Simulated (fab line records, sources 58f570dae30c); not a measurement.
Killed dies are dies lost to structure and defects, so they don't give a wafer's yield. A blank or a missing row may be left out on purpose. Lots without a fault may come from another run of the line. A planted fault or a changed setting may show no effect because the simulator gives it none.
One fault seen from 2 desks | flow berkeley_cmos170 | each desk has only its own numbers; what lay behind them comes last

THE TOOL OWNER'S DESK: furnace-04
The tool's own readings at UCB170_WELLDRIVE_OXIDATION_01 (target thk 199 nm, ox time 9000 s): means of the sampled wafers that have a number, for each lot that ran on this tool. A lot is out of limits, marked OUT, if its mean lies more than 4 standard deviations from the usual mean; the brackets give that distance.
Columns: A = spike_tc_centre_C at UCB170_WELLDRIVE_OXIDATION_01, usual 1101.6 C; B = spike_tc_load_C at UCB170_WELLDRIVE_OXIDATION_01, usual 1127.3 C; C = spike_tc_source_C at UCB170_WELLDRIVE_OXIDATION_01, usual 1125.1 C; D = tube_center_temp_C at UCB170_WELLDRIVE_OXIDATION_01, usual 1100 C; E = tube_center_temp_C_max at UCB170_WELLDRIVE_OXIDATION_01, usual 1102.9
lot  | first seen here | A                | B                | C                 | D                      | E
L823 | day 3 08:29     | 1102.9           | 1126.3           | 1127.7            | 1100                   | 1102.9
L829 | day 4 13:09     | 1103.2           | 1125.3           | 1128.6            | 1100                   | 1102.8
L832 | day 5 08:31     | 1083.0 (-15) OUT | 1105.6 (-15) OUT | 1106.8 (-9.1) OUT | 1080 (-99 or more) OUT | 1083.6 (-39) OUT
L833 | day 5 08:31     | 1082.6 (-16) OUT | 1105.4 (-16) OUT | 1108.1 (-8.5) OUT | 1080 (-99 or more) OUT | 1083.0 (-41) OUT
This desk's finding: out of limits on L832, L833; first on L832, day 5 08:31 (spike_tc_centre_C at UCB170_WELLDRIVE_OXIDATION_01). In limits: L823, L829.

THE METROLOGY DESK
What the gauges read, lot by lot, whatever tool the lot ran on: means of the sampled wafers that have a number. A lot is out of limits, marked OUT, if its mean lies more than 4 standard deviations from the usual mean; the brackets give that distance.
Columns: A = WELLDRIVE_OXIDE_THK at UCB170_WELLDRIVE_THK_MEAS_02, usual 200 nm; B = PFIELD_OVL at UCB170_PFIELD_OVL_MEAS_06, usual 3 nm; C = PFIELD_TW at UCB170_PFIELD_TW_MEAS_09, usual 601
lot  | first seen here | A              | B  | C
L823 | day 3 11:59     | 198            | 6  | 604
L825 | day 3 18:25     | 203            | 11 | 597
L826 | day 3 22:53     | 196            | 1  | 601
L827 | day 4 09:06     | 205            | 0  | 599
L829 | day 4 16:40     | 198            | 7  | 601
L830 | day 4 19:27     | 210            | -1 | 605
L833 | day 5 12:02     | 170 (-7.1) OUT | 8  | 601
L832 | day 5 12:04     | 173 (-6.3) OUT | -1 | 606
L835 | day 5 23:10     | 199            | 3  | 600
L840 | day 7 02:22     | 197            | 1  | 598
L841 | day 7 08:46     | 197            | 6  | 604
L842 | day 7 17:52     | 199            | 2  | 604
L844 | day 8 04:58     | 204            | -2 | 605
L846 | day 8 11:28     | 206            | 1  | 598
This desk's finding: out of limits on L832, L833; first on L833, day 5 12:02 (WELLDRIVE_OXIDE_THK at UCB170_WELLDRIVE_THK_MEAS_02). In limits: L823, L825, L826, L827, L829, L830, L835, L840, L841, L842, L844, L846.

PUT TOGETHER
The tool owner's desk could have raised an alarm at day 5 08:31, on L832, L833.
The metrology desk could have raised an alarm at day 5 12:02, on L832, L833.
Of the lots named, all ran UCB170_WELLDRIVE_OXIDATION_01 on furnace-04.

WHAT THE SIMULATOR HAD PUT IN
Process parameter drift: furnace-04, from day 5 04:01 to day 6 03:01, at UCB170_WELLDRIVE_OXIDATION_01. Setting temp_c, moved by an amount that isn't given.
Lots struck among those shown: L832, L833.
Hours from the fault's start to each desk's first reading out of limits: the tool owner's desk, 4; the metrology desk, 8.
